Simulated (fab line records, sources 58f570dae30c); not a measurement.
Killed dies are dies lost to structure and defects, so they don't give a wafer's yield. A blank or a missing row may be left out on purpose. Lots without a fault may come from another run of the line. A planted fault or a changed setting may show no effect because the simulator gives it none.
Split-lot experiment | flow berkeley_cmos170 | 5 lots, 27 wafers read, on a route of 331 steps

THE SPLIT
At UCB170_NWELL_CVD_04 (deposits Si3N4 from SiH2Cl2/NH3, target thk 224 nm, time 3360 s), the setting time_s was moved away from the recipe's 3360 s on 18 of the 27 wafers read, by -18.9% to +50.3%. The other wafers ran this setting at the recipe's value.

The file shows no step between the split and the reading.

THE READING
NWELL_NITRIDE_THK, in nm, at UCB170_NWELL_THK_MEAS_05. Fault-free wafers of this fab line usually give 223.5 nm, standard deviation 2.1 nm.

wafer  | tool, chamber at the split | time_s as run, s | against the recipe | NWELL_NITRIDE_THK, nm | against lot-mates on the recipe
L074.1 | -, -                       | 3360             | recipe             | 223.7                 | -
L074.2 | -, -                       | 3360             | recipe             | 223.5                 | -
L074.3 | -, -                       | 3360             | recipe             | 224.8                 | -
L074.4 | -, -                       | 3360             | recipe             | 223.1                 | -
L074.5 | -, -                       | 3360             | recipe             | 223.0                 | -
L074.6 | -, -                       | 3360             | recipe             | 223.9                 | -
L076.1 | -, -                       | 2726             | -18.9%             | 183.1                 | no lot-mate on the recipe
L076.2 | -, -                       | 2726             | -18.9%             | 183.3                 | no lot-mate on the recipe
L076.3 | -, -                       | 2726             | -18.9%             | 184.7                 | no lot-mate on the recipe
L076.4 | -, -                       | 2726             | -18.9%             | 180.6                 | no lot-mate on the recipe
L076.5 | -, -                       | 2726             | -18.9%             | 183.2                 | no lot-mate on the recipe
L076.6 | -, -                       | 2726             | -18.9%             | 183.3                 | no lot-mate on the recipe
L079.1 | -, -                       | 4180             | +24.4%             | 281.9                 | no lot-mate on the recipe
L079.2 | -, -                       | 4180             | +24.4%             | 279.1                 | no lot-mate on the recipe
L079.3 | -, -                       | 4180             | +24.4%             | 281.1                 | no lot-mate on the recipe
L079.4 | -, -                       | 4180             | +24.4%             | 280.3                 | no lot-mate on the recipe
L079.5 | -, -                       | 4180             | +24.4%             | 280.3                 | no lot-mate on the recipe
L079.6 | -, -                       | 4180             | +24.4%             | 281.4                 | no lot-mate on the recipe
L082.1 | -, -                       | 5050             | +50.3%             | 337.5                 | no lot-mate on the recipe
L082.2 | -, -                       | 5050             | +50.3%             | 335.0                 | no lot-mate on the recipe
L082.3 | -, -                       | 5050             | +50.3%             | 336.8                 | no lot-mate on the recipe
L082.4 | -, -                       | 5050             | +50.3%             | 337.9                 | no lot-mate on the recipe
L082.5 | -, -                       | 5050             | +50.3%             | 336.6                 | no lot-mate on the recipe
L082.6 | -, -                       | 5050             | +50.3%             | 336.6                 | no lot-mate on the recipe
L085.1 | lpcvd-02, 1                | 3360             | recipe             | 223.5                 | -
L085.2 | lpcvd-02, 1                | 3360             | recipe             | 221.7                 | -
L085.5 | lpcvd-02, 1                | 3360             | recipe             | 221.0                 | -

THE FIT
A straight line over all 27 wafers: NWELL_NITRIDE_THK changes by +2.24 nm for each +1% of time_s; r = +1.00; the points scatter about the line by 1.6 nm.
Too few moved wafers have a lot-mate on the recipe to fit a line with each lot's own level taken away.

THE WHOLE CHAIN: every reading that the file lists as answering this split, in the file's order
step                     | what it does                                                    | reading                                                                       | change (the file's fit)              | r (the file's)
UCB170_NWELL_CVD_04      | deposits Si3N4 from SiH2Cl2/NH3, target thk 224 nm, time 3360 s | Si3N4_of_NWELL_CVD_04.thk_nm (the simulator's own value, which no gauge read) | +2.24 nm for each +1% of the setting | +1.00
UCB170_NWELL_THK_MEAS_05 |                                                                 | NWELL_NITRIDE_THK                                                             | +2.24 for each +1% of the setting    | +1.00

THE FILE'S OWN FIT
NWELL_NITRIDE_THK changes by +2.24 nm for each +1% of time_s, r = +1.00.
